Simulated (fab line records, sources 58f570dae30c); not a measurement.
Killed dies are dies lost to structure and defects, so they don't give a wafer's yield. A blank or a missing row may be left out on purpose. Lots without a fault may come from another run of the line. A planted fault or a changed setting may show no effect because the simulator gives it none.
Which tool did it? | flow berkeley_cmos170 | 7 lots, 21 wafers sampled, at 3 steps of a route of 331

WHAT THE GAUGES READ, wafer by wafer
UCB170_M3_CD_MEAS_15: target cd 700 nm.
lot  | measured     | on        | cd_nm (nm)
L620 | day 7 18:22  | cd_sem-01 | 697.0 697.7 698.1
L623 | day 8 12:03  | cd_sem-01 | 695.9 695.8 695.5
L625 | day 9 11:13  | cd_sem-02 | 696.7 699.1 699.1
L626 | day 9 12:43  | cd_sem-01 | 699.2 699.2 699.4
L632 | day 10 17:30 | cd_sem-02 | 702.5 702.0 702.9
L638 | day 11 23:17 | cd_sem-01 | 700.3 698.0 699.6
L640 | day 12 16:26 | cd_sem-01 | 700.4 699.6 700.2

WHICH TOOL RAN EACH LOT (tool, then ch and the chambers of the sampled wafers, then the start)
lot  | UCB170_V2_STRIP_15                   | UCB170_M3_STRIP_07
L620 | plasma_asher-03 ch 0,1, day 7 15:38  | plasma_asher-01 ch 0,1, day 7 16:50
L623 | plasma_asher-03 ch 0,1, day 8 08:17  | plasma_asher-01 ch 0,1, day 8 09:52
L625 | plasma_asher-03 ch 0,1, day 9 08:46  | plasma_asher-02 ch 0,1, day 9 09:52
L626 | plasma_asher-02 ch 0,1, day 9 10:28  | plasma_asher-02 ch 0,1, day 9 11:28
L632 | plasma_asher-01 ch 0,1, day 10 15:08 | plasma_asher-04 ch 0,1, day 10 16:22
L638 | plasma_asher-01 ch 0, day 11 21:02   | plasma_asher-01 ch 0,1, day 11 22:02
L640 | plasma_asher-03 ch 0,1, day 12 12:54 | plasma_asher-02 ch 0,1, day 12 13:54
- UCB170_V2_STRIP_15: strips in O2.
- UCB170_M3_STRIP_07: strips in O2.

THE ANSWER, worked out from the rows above alone
Rule: what is usual is taken from the lots themselves. Put in order of their means at a reading, lots are off if they are a third of the lots or fewer, leave a main group of 4 or more, and stand apart from it by a gap of 3 or more times the standard deviation of the main group's means; of several such gaps the widest counts. A main group whose means are all the same, to the digits that the tables above print for the reading, isn't used. A lot without any number at a reading at which 4 lots or more have one is off too. The other lots that the step has rows for count as sound.
No lot is off at any reading shown: from this, nothing can be told.

WHAT THE SIMULATOR HAD PUT IN
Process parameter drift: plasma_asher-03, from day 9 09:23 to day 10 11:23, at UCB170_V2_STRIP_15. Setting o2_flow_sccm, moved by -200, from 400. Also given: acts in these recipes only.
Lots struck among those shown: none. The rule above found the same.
